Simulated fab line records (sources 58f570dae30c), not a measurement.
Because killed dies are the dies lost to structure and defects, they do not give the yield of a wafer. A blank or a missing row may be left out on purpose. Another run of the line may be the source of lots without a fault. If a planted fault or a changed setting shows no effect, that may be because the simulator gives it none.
The tool behind it: which one? || flow berkeley_cmos170 || 14 lots with 42 wafers sampled at 3 steps, on a route of 331 steps

## WHAT THE GAUGES SHOWED, per wafer
UCB170_V2_BOW_MEAS_03. Usual: for V2_BOW the level is 37 um and the standard deviation is 8.1.
{"lot": "L607", "measured": "day 8 18:18", "on": "film_metro-02", "V2_BOW (um)": "23 29 32", "flag": ""}
{"lot": "L611", "measured": "day 9 02:16", "on": "film_metro-01", "V2_BOW (um)": "27 45 29", "flag": ""}
{"lot": "L609", "measured": "day 9 03:02", "on": "film_metro-04", "V2_BOW (um)": "36 39 29", "flag": ""}
{"lot": "L613", "measured": "day 9 20:26", "on": "film_metro-01", "V2_BOW (um)": "32 31 27", "flag": ""}
{"lot": "L617", "measured": "day 10 08:17", "on": "film_metro-04", "V2_BOW (um)": "32 37 32", "flag": ""}
{"lot": "L619", "measured": "day 10 20:59", "on": "film_metro-02", "V2_BOW (um)": "42 37 38", "flag": ""}
{"lot": "L622", "measured": "day 11 17:25", "on": "film_metro-02", "V2_BOW (um)": "30 47 33", "flag": ""}
{"lot": "L623", "measured": "day 11 18:37", "on": "film_metro-02", "V2_BOW (um)": "37 45 49", "flag": ""}
{"lot": "L620", "measured": "day 11 19:13", "on": "film_metro-01", "V2_BOW (um)": "37 42 25", "flag": ""}
{"lot": "L621", "measured": "day 11 22:47", "on": "film_metro-04", "V2_BOW (um)": "37 48 38", "flag": ""}
{"lot": "L626", "measured": "day 12 10:04", "on": "film_metro-04", "V2_BOW (um)": "25 28 37", "flag": ""}
{"lot": "L630", "measured": "day 12 23:41", "on": "film_metro-04", "V2_BOW (um)": "49 33 31", "flag": ""}
{"lot": "L628", "measured": "day 13 00:47", "on": "film_metro-02", "V2_BOW (um)": "35 44 41", "flag": ""}
{"lot": "L629", "measured": "day 13 16:02", "on": "film_metro-02", "V2_BOW (um)": "49 31 42", "flag": ""}

UCB170_V2_CD_MEAS_12 targets a cd of 700 nm. Usual: cd_nm reads 700.0 nm (standard deviation 1.6).
{"lot": "L607", "measured": "day 8 19:41", "on": "cd_sem-01", "cd_nm (nm)": "698.3 698.8 699.1", "flag": ""}
{"lot": "L611", "measured": "day 9 03:28", "on": "cd_sem-02", "cd_nm (nm)": "699.8 701.4 701.7", "flag": ""}
{"lot": "L609", "measured": "day 9 04:21", "on": "cd_sem-02", "cd_nm (nm)": "700.9 700.4 701.2", "flag": ""}
{"lot": "L613", "measured": "day 9 22:02", "on": "cd_sem-01", "cd_nm (nm)": "701.8 701.5 702.0", "flag": ""}
{"lot": "L617", "measured": "day 10 10:26", "on": "cd_sem-02", "cd_nm (nm)": "698.4 699.2 699.6", "flag": ""}
{"lot": "L619", "measured": "day 11 00:59", "on": "cd_sem-02", "cd_nm (nm)": "701.3 699.9 699.8", "flag": ""}
{"lot": "L622", "measured": "day 11 18:53", "on": "cd_sem-02", "cd_nm (nm)": "699.3 700.5 699.7", "flag": ""}
{"lot": "L623", "measured": "day 11 20:23", "on": "cd_sem-02", "cd_nm (nm)": "697.5 699.0 699.3", "flag": ""}
{"lot": "L620", "measured": "day 11 20:59", "on": "cd_sem-01", "cd_nm (nm)": "699.6 699.4 701.4", "flag": ""}
{"lot": "L621", "measured": "day 12 00:15", "on": "cd_sem-01", "cd_nm (nm)": "698.9 699.0 698.3", "flag": ""}
{"lot": "L626", "measured": "day 12 11:57", "on": "cd_sem-01", "cd_nm (nm)": "700.2 699.6 699.5", "flag": ""}
{"lot": "L630", "measured": "day 13 01:02", "on": "cd_sem-01", "cd_nm (nm)": "702.8 702.0 702.7", "flag": ""}
{"lot": "L628", "measured": "day 13 01:58", "on": "cd_sem-02", "cd_nm (nm)": "696.4 697.1 696.6", "flag": ""}
{"lot": "L629", "measured": "day 13 17:32", "on": "cd_sem-01", "cd_nm (nm)": "698.6 699.5 699.8", "flag": ""}

UCB170_M3_CD_MEAS_15 targets a cd of 700 nm. Usual: cd_nm reads 699.9 nm (standard deviation 1.2).
{"lot": "L607", "measured": "day 8 22:31", "on": "cd_sem-01", "cd_nm (nm)": "699.9 699.8 700.0", "flag": ""}
{"lot": "L611", "measured": "day 9 06:05", "on": "cd_sem-01", "cd_nm (nm)": "699.9 701.1 701.5", "flag": ""}
{"lot": "L609", "measured": "day 9 06:56", "on": "cd_sem-02", "cd_nm (nm)": "701.6 701.0 700.5", "flag": ""}
{"lot": "L613", "measured": "day 10 00:56", "on": "cd_sem-02", "cd_nm (nm)": "701.2 699.9 700.8", "flag": ""}
{"lot": "L617", "measured": "day 10 13:24", "on": "cd_sem-01", "cd_nm (nm)": "699.6 700.3 700.3", "flag": ""}
{"lot": "L619", "measured": "day 11 03:39", "on": "cd_sem-02", "cd_nm (nm)": "697.8 698.9 699.5", "flag": ""}
{"lot": "L622", "measured": "day 11 21:58", "on": "cd_sem-02", "cd_nm (nm)": "699.6 699.6 700.4", "flag": ""}
{"lot": "L623", "measured": "day 12 00:27", "on": "cd_sem-01", "cd_nm (nm)": "700.2 700.9 700.9", "flag": ""}
{"lot": "L620", "measured": "day 12 00:43", "on": "cd_sem-01", "cd_nm (nm)": "698.9 699.5 699.8", "flag": ""}
{"lot": "L621", "measured": "day 12 02:53", "on": "cd_sem-01", "cd_nm (nm)": "699.5 699.7 700.6", "flag": ""}
{"lot": "L626", "measured": "day 12 15:02", "on": "cd_sem-02", "cd_nm (nm)": "701.6 700.8 701.1", "flag": ""}
{"lot": "L630", "measured": "day 13 03:40", "on": "cd_sem-01", "cd_nm (nm)": "698.2 698.3 699.0", "flag": ""}
{"lot": "L628", "measured": "day 13 04:52", "on": "cd_sem-02", "cd_nm (nm)": "701.2 700.3 700.6", "flag": ""}
{"lot": "L629", "measured": "day 13 20:14", "on": "cd_sem-02", "cd_nm (nm)": "696.5 697.6 696.7", "flag": ""}

## EACH LOT AND THE TOOL THAT RAN IT (in order: tool; ch and the chambers of the sampled wafers; start)
There is no process step in the record ahead of these readings.

## AS READ BY THE TOOLS THEMSELVES (means over the sampled wafers that have a number; for cases with no such wafer, the mark the record gives instead)
The record holds no such reading with a usual standard deviation.

## THE ANSWER, worked out from the rows above alone
Rule: take the mean of a lot's wafers that have a number; if it is more than 3 standard deviations from the usual mean, the lot is off. Also off: a lot with no number at a reading for which 4 or more lots have one. Any other lot the step has rows for is counted as sound. The gauges are gone through in route order, then the tools' own readings, and for those a lot's mean is taken as printed above. At the first step where some lot is off, the reading lying furthest off is the one used; lots without a number count as furthest.
Nothing can be told from this: no lot is off at any reading shown.

## WHAT THE SIMULATOR HAD PUT IN
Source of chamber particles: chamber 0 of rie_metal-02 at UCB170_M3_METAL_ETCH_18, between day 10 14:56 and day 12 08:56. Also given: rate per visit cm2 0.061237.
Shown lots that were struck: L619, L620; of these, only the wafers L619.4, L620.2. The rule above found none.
